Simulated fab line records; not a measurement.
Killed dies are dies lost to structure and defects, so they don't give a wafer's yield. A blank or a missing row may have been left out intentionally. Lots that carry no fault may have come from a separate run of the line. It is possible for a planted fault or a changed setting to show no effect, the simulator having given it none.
Which tool is to blame?	flow berkeleyCmos170	7 lots with 21 wafers sampled at 2 steps, on a route of 331 steps

## WHAT EACH GAUGE READ, for each wafer
UCB170_NWELL_THK_MEAS_05.
lot	measured	on	NWELL_NITRIDE_THK (nm)
L202	day 2 22:55	filmMetro-04	221.6 223.0 222.7
L204	day 3 10:59	filmMetro-04	225.4 224.4 223.1
L208	day 4 01:20	filmMetro-03	225.8 224.5 225.1
L213	day 5 07:44	filmMetro-02	225.3 225.3 225.4
L216	day 6 00:59	filmMetro-03	223.5 223.5 224.4
L220	day 6 12:33	filmMetro-03	224.9 223.6 223.0
L222	day 7 03:11	filmMetro-04	225.4 226.2 225.7

## EACH LOT AND THE TOOL THAT RAN IT (in order: tool; ch and the chambers of the sampled wafers; start)
lot	UCB170_ZERO_ETCH_06
L202	rieDiel-04 ch 0,1,2, day 2 09:01
L204	rieDiel-01 ch 0,2,3, day 2 18:50
L208	rieDiel-04 ch 0,1, day 3 10:36
L213	rieDiel-02 ch 0,3, day 4 17:02
L216	rieDiel-01 ch 2,3, day 5 09:07
L220	rieDiel-01 ch 0,1,3, day 6 02:28
L222	rieDiel-04 ch 0,3, day 6 14:34
- UCB170_ZERO_ETCH_06: etches SiO2 in CHF3/CF4/Ar, time 12 s.

## THE ANSWER, worked out from the rows above alone
Rule: what is usual is taken from the lots themselves. Put in order of their means at a reading, lots are off if they are a third of the lots or fewer, leave a main group of 4 or more, and stand apart from it by a gap of 3 or more times the standard deviation of the main group's means; of several such gaps the widest counts. The tables above print the reading to a certain number of digits; a main group whose means all agree to those digits is not used. A lot without any number at a reading at which 4 lots or more have one is off too. The other lots that the step has rows for count as sound.
Across all readings shown, no lot is off: no conclusion can be drawn from this.

## WHAT THE SIMULATOR HAD PUT IN
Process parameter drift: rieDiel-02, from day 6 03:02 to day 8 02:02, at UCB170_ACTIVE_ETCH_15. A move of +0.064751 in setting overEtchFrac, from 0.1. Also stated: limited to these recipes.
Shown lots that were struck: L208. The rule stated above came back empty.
